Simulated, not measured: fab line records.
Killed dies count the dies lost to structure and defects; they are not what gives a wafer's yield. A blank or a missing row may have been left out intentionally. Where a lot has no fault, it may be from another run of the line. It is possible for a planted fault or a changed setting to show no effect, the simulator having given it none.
Which tool did it?	flow berkeley_cmos170	21 wafers from 7 lots sampled at 4 of the route's 331 steps

== WHAT EACH GAUGE READ, for each wafer ==
UCB170_PSD_TW_MEAS_10.
lot	measured	on	PSD_TW
L675	day 6 09:44	film_metro-03	2340 2350 2341
L677	day 7 02:49	film_metro-01	2326 2319 2313
L681	day 8 17:03	film_metro-04	1935 1938 1929
L689	day 9 17:28	film_metro-04	2309 2302 2305
L691	day 10 06:10	film_metro-03	2325 2337 2324
L692	day 10 21:35	film_metro-01	2316 2316 2319
L696	day 11 20:01	film_metro-04	2312 2303 2308

== TOOL THAT RAN EACH LOT (tool first, then ch and the chambers of the sampled wafers, then the start) ==
lot	UCB170_GATE_STRIP_16	UCB170_PSD_IMPLANT_08	UCB170_PSD_STRIP_09
L675	plasma_asher-03 ch 0,1, day 5 23:50	implanter-02 ch 0, day 6 09:30	plasma_asher-02 ch 0,1, day 6 09:38
L677	plasma_asher-03 ch 0,1, day 6 15:07	implanter-03 ch 0, day 7 02:34	plasma_asher-02 ch 0,1, day 7 02:43
L681	plasma_asher-01 ch 0,1, day 8 06:32	implanter-01 ch 0, day 8 16:48	plasma_asher-04 ch 0,1, day 8 16:57
L689	plasma_asher-03 ch 0,1, day 9 07:55	implanter-02 ch 0, day 9 17:13	plasma_asher-01 ch 0,1, day 9 17:21
L691	plasma_asher-03 ch 0, day 9 16:24	implanter-03 ch 0, day 10 05:56	plasma_asher-04 ch 1, day 10 06:03
L692	plasma_asher-03 ch 0,1, day 10 09:35	implanter-02 ch 0, day 10 21:21	plasma_asher-04 ch 0,1, day 10 21:29
L696	plasma_asher-01 ch 0,1, day 11 09:50	implanter-01 ch 0, day 11 19:47	plasma_asher-04 ch 0,1, day 11 19:56
- UCB170_GATE_STRIP_16: strips in O2.
- UCB170_PSD_IMPLANT_08
- UCB170_PSD_STRIP_09: strips in O2.

== THE ANSWER, worked out from the rows above alone ==
Rule: the usual values come from the lots themselves. The widest of any qualifying gaps counts: lots, ordered by their means at a reading, are off when they make up no more than a third of the lots, leave a main group of 4 or more, and stand apart from it by 3 or more times the standard deviation of that group's means. A main group is skipped when, at the precision printed for the reading in the tables above, its means are all equal. Also off: a lot with no number at a reading for which 4 or more lots have one. The other lots that the step has rows for count as sound.
Off: at UCB170_PSD_TW_MEAS_10 (PSD_TW), L681. Mean 2320 and standard deviation 13 in the main group.
A tool fits if, at a process step before that reading, it ran every lot that is off, and no sound lot after the first of them. Those tools and the gauges at UCB170_PSD_TW_MEAS_10 are tried in the same way. Not one of the candidates tried fits.

== WHAT HAD BEEN PUT IN BY THE SIMULATOR ==
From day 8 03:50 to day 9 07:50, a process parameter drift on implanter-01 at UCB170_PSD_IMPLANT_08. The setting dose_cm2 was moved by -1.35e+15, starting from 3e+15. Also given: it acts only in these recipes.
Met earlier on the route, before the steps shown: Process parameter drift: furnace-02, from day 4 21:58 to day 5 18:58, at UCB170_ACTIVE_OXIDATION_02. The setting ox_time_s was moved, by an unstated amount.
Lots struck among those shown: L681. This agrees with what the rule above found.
